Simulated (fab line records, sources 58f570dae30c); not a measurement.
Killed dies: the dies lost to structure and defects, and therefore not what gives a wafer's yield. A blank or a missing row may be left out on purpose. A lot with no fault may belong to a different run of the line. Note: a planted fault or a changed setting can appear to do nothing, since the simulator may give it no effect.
fab line records -- flow berkeley_cmos170
record lots=5, wafers=15, last_day=11
route steps=331 shown ACTIVE@70 PFIELD@79 M3@331
lots untouched by any fault: they come from a run of this same line in which no faults occurred
start_h: hours from the record's first day to the start of the lot's first wafer shown -- wait_h: hours from the lot's prior step to this one -- " the same as in the row above -- L1.1+2: several wafers, shown together as one row -- - value missing, or start not given -- * or withheld: withheld -- < > ~ a bound
route shown NAME@n: names a module that has steps shown in the file, with the first one's number in the route -- usual: mean/standard deviation taken from wafers without a fault -- same: alike in all rows -- chamber/n: place in a boat -- sites: each site's reading -- _std_site: how widely they spread, as a standard deviation -- _edge_site: inner sites' mean taken away from outer sites' mean -- radius_mm: for every site, how far away it sits from the centre of the wafer -- mask NAME#n: copy n -- behind: the last tool/chamber to shape the wafer -- hold: the reason the lot was held/the length of the hold in hours/how it ended -- device: the n, p or np transistor that did not switch -- end of line: tests run on the same wafers once the route is complete -- step lacking rows: just its recipe -- killed: at the first sort, the dies lost to defects and structure; wafer yield is something else -- map: per-die view of a wafer (x killed, . not killed, _ where there is no die)
set.NAME: the run value of the setting; set.NAME@STEP: its run value at that earlier step -- model.NAME: the simulator's own value behind a step, which no gauge read
lots seen at some steps along the route; tables by step, rows by wafer
services: when a tool's chamber went out of use (start_h, in hours from the record's first day, below 0 if earlier), for how many hours, and the reason
## steps
# step UCB170_ACTIVE_EXPOSE_10
# recipe mask_id=ACTIVE, target_cd_nm=1200, na=0.5, sigma_outer=0.6, source_shape=conventional, dose_mj=20
# step UCB170_ACTIVE_PEB_11
# recipe peb_temp_c=130, peb_time_s=withheld, resist=KrF
# step UCB170_ACTIVE_DEVELOP_12
# recipe developer=TMAH, develop_time_s=45, resist=KrF, dev_temp_c=21
# step UCB170_ACTIVE_CD_MEAS_13
# recipe target_cd_nm=1200
# usual cd_nm=1200.1/1.2
lot.wafer,tool,chamber,start_h,wait_h,cd_nm
L886.1,cd_sem-01,-,100.92,-,1199.4
L886.2,cd_sem-01,-,100.92,-,1198.4
L886.4,cd_sem-01,-,100.92,-,1199.6
L887.2,cd_sem-02,-,108.74,-,1199.5
L887.4,cd_sem-02,-,108.74,-,1200.3
L887.5,cd_sem-02,-,108.74,-,1200.4
L897.1,cd_sem-01,-,163.51,-,1201.0
L897.4,cd_sem-01,-,163.51,-,1202.7
L897.6,cd_sem-01,-,163.51,-,1200.7
L900.1,cd_sem-02,-,170.04,-,1202.5
L900.3,cd_sem-02,-,170.04,-,1202.1
L900.4,cd_sem-02,-,170.04,-,1203.2
L899.1,cd_sem-01,-,170.53,-,1200.1
L899.2,cd_sem-01,-,170.53,-,1199.3
L899.6,cd_sem-01,-,170.53,-,1198.7
# step UCB170_ACTIVE_OVL_MEAS_14
# usual ACTIVE_OVL=-3/5.7
lot.wafer,tool,chamber,start_h,wait_h,ACTIVE_OVL[nm]
L886.1,overlay-01,-,101.04,0.1,-3
L886.2,overlay-01,-,101.04,0.1,3
L886.4,overlay-01,-,101.04,0.1,9
L887.2,overlay-01,-,108.85,0.1,-8
L887.4,overlay-01,-,108.85,0.1,-3
L887.5,overlay-01,-,108.85,0.1,-4
L897.1,overlay-02,-,163.63,0.1,-7
L897.4,overlay-02,-,163.63,0.1,-3
L897.6,overlay-02,-,163.63,0.1,-1
L900.1,overlay-02,-,170.16,0.1,8
L900.3,overlay-02,-,170.16,0.1,-5
L900.4,overlay-02,-,170.16,0.1,7
L899.1,overlay-01,-,170.65,0.1,-16
L899.2,overlay-01,-,170.65,0.1,-8
L899.6,overlay-01,-,170.65,0.1,-14
# step UCB170_ACTIVE_ETCH_15
# recipe chemistry=CH3F/Ar/O2, target=Si3N4, stop_on=SiO2, CH3F_flow_sccm=20, Ar_flow_sccm=50, O2_flow_sccm=7, pressure_mtorr=50, rf_w=450, target_depth_a=2420, over_etch_frac=0.1, time_s=151
# usual chamber_pressure_mTorr=50.01/0.042, drypump_motor_current_A=5.7/0.37, oes_product_au=0.944/0.014, throttle_valve_pct=8.05/0.16
lot.wafer,tool,chamber,start_h,wait_h,chamber_pressure_mTorr,drypump_motor_current_A,oes_product_au,rf_hours_counter_h,throttle_valve_pct
L886.1,rie_diel-02,3,101.08,0.0,50.00,5.5,0.945,13,7.99
L886.2,rie_diel-02,1,101.08,0.0,49.99,5.5,0.930,15,7.95
L886.4,rie_diel-02,0,101.08,0.0,49.96,5.3,0.923,102,7.97
L887.2,rie_diel-01,2,108.88,0.0,49.96,5.7,0.939,15,8.20
L887.4,rie_diel-01,3,108.88,0.0,50.13,4.9,0.935,32,8.01
L887.5,rie_diel-01,1,108.88,0.0,49.99,5.8,0.934,-,8.00
L897.1,rie_diel-01,1,163.66,0.0,49.91,5.8,0.959,99,7.99
L897.4,rie_diel-01,0,163.66,0.0,49.98,6.4,0.968,124,8.28
L897.6,rie_diel-01,3,163.66,0.0,50.03,5.0,0.954,-,7.99
L900.1,rie_diel-03,1,170.20,0.0,49.97,5.4,0.932,37,8.12
L900.3,rie_diel-03,2,170.20,0.0,49.97,6.1,0.941,5,8.21
L900.4,rie_diel-03,0,170.20,0.0,49.97,5.9,0.923,123,7.76
L899.1,rie_diel-02,1,170.68,0.0,49.99,5.5,0.938,17,7.96
L899.2,rie_diel-02,0,170.68,0.0,50.06,5.3,0.932,104,7.99
L899.6,rie_diel-02,3,170.68,0.0,50.06,5.5,0.958,-,7.99
# step UCB170_ACTIVE_STRIP_16
# recipe chemistry=O2, power_w=400, pressure_mtorr=3500, platen_temp_c=withheld, o2_flow_sccm=400, overash_fraction=0.5
# usual chamber_pressure_mTorr=3500/3, drypump_motor_current_A=5.6/0.67, oes_product_au=0.721/0.0045, strip_time_to_endpoint_s=18.09/0.089
lot.wafer,tool,chamber,start_h,wait_h,chamber_pressure_mTorr,drypump_motor_current_A,oes_product_au,rf_hours_counter_h,strip_time_to_endpoint_s
L886.1,plasma_asher-04,0,101.18,0.1,3499,6.5,0.727,41,18.10
L886.2,plasma_asher-04,1,101.18,0.1,3498,6.6,0.718,41,18.06
L886.4,plasma_asher-04,1,101.18,0.1,3503,6.6,0.721,-,18.19
L887.2,plasma_asher-01,0,108.98,0.1,3505,5.9,0.724,33,17.94
L887.4,plasma_asher-01,1,108.98,0.1,3502,4.7,0.720,-,18.12
L887.5,plasma_asher-01,1,108.98,0.1,3501,4.7,0.726,-,18.11
L897.1,plasma_asher-01,0,163.77,0.1,3500,5.9,0.727,40,18.01
L897.4,plasma_asher-01,1,163.77,0.1,3502,4.6,0.722,-,18.22
L897.6,plasma_asher-01,1,163.77,0.1,3497,4.7,0.719,-,18.06
L900.1,plasma_asher-01,0,170.30,0.1,3499,5.9,0.716,40,18.07
L900.3,plasma_asher-01,1,170.30,0.1,3503,4.7,0.716,-,18.04
L900.4,plasma_asher-01,0,170.30,0.1,3502,5.9,0.716,-,18.02
L899.1,plasma_asher-03,0,170.78,0.1,3503,5.1,0.717,45,18.05
L899.2,plasma_asher-03,1,170.78,0.1,3507,5.8,0.719,45,18.01
L899.6,plasma_asher-03,1,170.78,0.1,3498,5.7,0.721,-,18.00
# step UCB170_ACTIVE_CD_MEAS_90
# recipe target_cd_nm=1200
# usual cd_nm=1200.1/1.2
lot.wafer,tool,chamber,start_h,wait_h,cd_nm
L886.1,cd_sem-01,-,101.28,0.1,1199.7
L886.2,cd_sem-01,-,101.28,0.1,1198.4
L886.4,cd_sem-01,-,101.28,0.1,1199.6
L887.2,cd_sem-02,-,109.10,0.1,1199.6
L887.4,cd_sem-02,-,109.10,0.1,1200.5
L887.5,cd_sem-02,-,109.10,0.1,1200.5
L897.1,cd_sem-02,-,163.87,0.1,1201.3
L897.4,cd_sem-02,-,163.87,0.1,1202.4
L897.6,cd_sem-02,-,163.87,0.1,1200.8
L900.1,cd_sem-02,-,170.40,0.1,1202.9
L900.3,cd_sem-02,-,170.40,0.1,1202.0
L900.4,cd_sem-02,-,170.40,0.1,1202.8
L899.1,cd_sem-01,-,170.88,0.1,1199.6
L899.2,cd_sem-01,-,170.88,0.1,1198.7
L899.6,cd_sem-01,-,170.88,0.1,1199.0
# step UCB170_ACTIVE_CLEAN_17
# recipe chemistry=SPM, temp_c=120, time_s=600
# step UCB170_PFIELD_HMDS_00
# recipe prime_time_s=60, prime_temp_c=100
# step UCB170_PFIELD_COAT_01
# recipe resist=KrF, spin_rpm=1500, resist_thk_nm=900
# step UCB170_PFIELD_SOFTBAKE_02
# recipe resist=KrF, temp_c=130, time_s=60
# step UCB170_PFIELD_EXPOSE_03
# recipe mask_id=PFIELD, na=0.5, sigma_outer=0.6, source_shape=conventional, target_cd_nm=1500, dose_mj=30
# usual exposure_dose_mJ_cm2=30.00/0.03
lot.wafer,tool,chamber,start_h,wait_h,mask,exposure_dose_mJ_cm2
L886.1,krf_scanner-01,0,102.48,0.2,PFIELD#0,30.03
L886.2,krf_scanner-01,0,102.48,0.2,PFIELD#0,30.02
L886.4,krf_scanner-01,0,102.48,0.2,PFIELD#0,29.99
L887.2,krf_scanner-02,0,109.98,0.2,PFIELD#0,30.04
L887.4,krf_scanner-02,0,109.98,0.2,PFIELD#0,30.04
L887.5,krf_scanner-02,0,109.98,0.2,PFIELD#0,30.03
L897.1,krf_scanner-02,0,167.47,0.1,PFIELD_R1#0,30.04
L897.4,krf_scanner-02,0,167.47,0.1,PFIELD_R1#0,29.98
L897.6,krf_scanner-02,0,167.47,0.1,PFIELD_R1#0,30.01
L900.1,krf_scanner-02,0,174.51,0.1,PFIELD#0,29.96
L900.3,krf_scanner-02,0,174.51,0.1,PFIELD#0,29.98
L900.4,krf_scanner-02,0,174.51,0.1,PFIELD#0,30.02
L899.1,krf_scanner-02,0,175.02,0.5,PFIELD#0,30.03
L899.2,krf_scanner-02,0,175.02,0.5,PFIELD#0,30.00
L899.6,krf_scanner-02,0,175.02,0.5,PFIELD#0,29.98
# step UCB170_PFIELD_PEB_04
# recipe peb_temp_c=130, peb_time_s=withheld, resist=KrF
# step UCB170_M3_PROBE_99
lot.wafer,tool,chamber,start_h,wait_h,model.etest.iso_pplus_pwell.bv_v,model.etest.iso_pplus_pwell.lateral_log10_a_um,model.etest.iso_nplus_nwell.lateral_log10_a_um
L886.1,prober-02,-,194.73,0.1,25.54,-8.462,-8.116
L886.2,prober-02,-,194.78,0.1,24.7,-8.467,-8.109
L886.4,prober-02,-,194.88,0.2,25,-8.447,-8.089
L887.2,prober-01,-,201.75,0.1,24.48,-8.513,-8.075
L887.4,prober-01,-,201.85,0.2,24.01,-8.443,-8.169
L887.5,prober-01,-,201.90,0.2,24.37,-8.441,-8.094
L897.1,prober-01,-,245.37,0.1,18.41,-8.412,-8.156
L897.4,prober-01,-,245.52,0.2,16.65,-8.336,-8.13
L897.6,prober-01,-,245.62,0.2,17.54,-8.336,-8.228
L900.1,prober-02,-,251.54,0.2,22.13,-8.49,-8.065
L900.3,prober-02,-,251.64,0.2,21.32,-8.404,-8.127
L900.4,prober-02,-,251.69,0.2,21.57,-8.475,-8.146
L899.1,prober-02,-,255.91,0.1,23.3,-8.492,-8.055
L899.2,prober-02,-,255.96,0.1,22.92,-8.448,-8.091
L899.6,prober-02,-,256.16,0.2,23.05,-8.433,-8.076
# killed by level:class
L886.1 GATE:geometric_particle:open=1 SPACER:geometric_particle:open=1 SPACER:geometric_particle:short=1 V1:geometric_particle:short=1 M2:geometric_particle:short=1
L886.2 SACOX:geometric_particle:open=1 GATE:geometric_particle:open=1 GATE:geometric_particle:short=1
L886.4 FIELD:geometric_particle:open=1 GATE:geometric_particle:open=1 SPACER:geometric_particle:open=1
L887.2 GATE:geometric_particle:short=1 SILICIDE:geometric_particle:short=1 SILICIDE:geometric_particle:open=1 NVT:coat_microbubble_printed=1
L887.4 GATE:geometric_particle:open=1
L887.5 WELLDRIVE:geometric_particle:short=1 SILICIDE:geometric_particle:open=1
L900.1 GATE:geometric_particle:open=1 GATE:geometric_particle:short=1 M2:geometric_particle:short=1
L900.3 PWELL:area_etch=1
L900.4 WELLDRIVE:geometric_particle:open=1 FIELD:geometric_particle:open=1 GATE:geometric_particle:open=1 GATE:geometric_particle:short=1 SILICIDE:geometric_particle:open=1 M1:geometric_particle:short=1
L899.1 SACOX:geometric_particle:open=1 SCREENOX:geometric_particle:short=1 GATE:geometric_particle:open=1
L899.2 NWELL:area_etch=3 SCREENOX:geometric_particle:open=1 SILICIDE:geometric_particle:open=1 M1:geometric_particle:short=1 V1:geometric_particle:short=1
## services
tool,chamber,start_h,hours,kind
rie_diel-03,3,89.61,-,clean
rie_diel-03,3,89.61,20.0,scheduled_down
rie_diel-03,3,89.61,20.0,vent_cycle
krf_scanner-01,0,89.69,-,calibration
krf_scanner-02,-,91.78,1.3,pm
rie_diel-03,1,93.06,8.5,repair
rie_diel-02,-,93.19,2.8,pm
rie_diel-01,2,118.82,16.3,repair
rie_diel-02,3,130.97,3.1,repair
krf_scanner-01,-,132.14,1.0,pm
krf_scanner-02,-,136.82,0.3,repair
krf_scanner-02,-,140.14,4.0,pm
plasma_asher-04,-,142.12,0.9,repair
krf_scanner-02,0,142.73,-,calibration
rie_diel-03,2,152.99,6.8,repair
krf_scanner-02,-,162.16,1.5,repair
krf_scanner-01,-,167.84,0.8,pm
## key
first_sign step=UCB170_PFIELD_EXPOSE_03, reading=mask, direction=changed
effect none on later readings
model_effect step=UCB170_M3_PROBE_99, value=etest.iso_pplus_pwell.bv_v, without=23.46, struck=17.53
met_at UCB170_PFIELD_EXPOSE_03
struck_wafers L897.1,L897.4,L897.6
sort_left_out L897.1,L897.4,L897.6
tester_left_out L897
onset_between 109.98 167.47
fault kind=wrong_mask, tool=any, chamber=-, onset_h=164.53, steps=UCB170_PFIELD_EXPOSE_03, aux_copy=PFIELD_R1#0, cd_offset_nm=225, scope=struck_lots_only
# tester_left_out: of these lots the tester's yield and bins aren't shown, on N5 and GAA mostly nor the transistor test; their killed dies are dies lost to structure and defects alone, not to doping, threshold or leakage, so they don't give the yield
# sort_left_out: the simulated sort isn't trusted on such a fault, so these wafers' sort isn't shown, and their yield isn't known
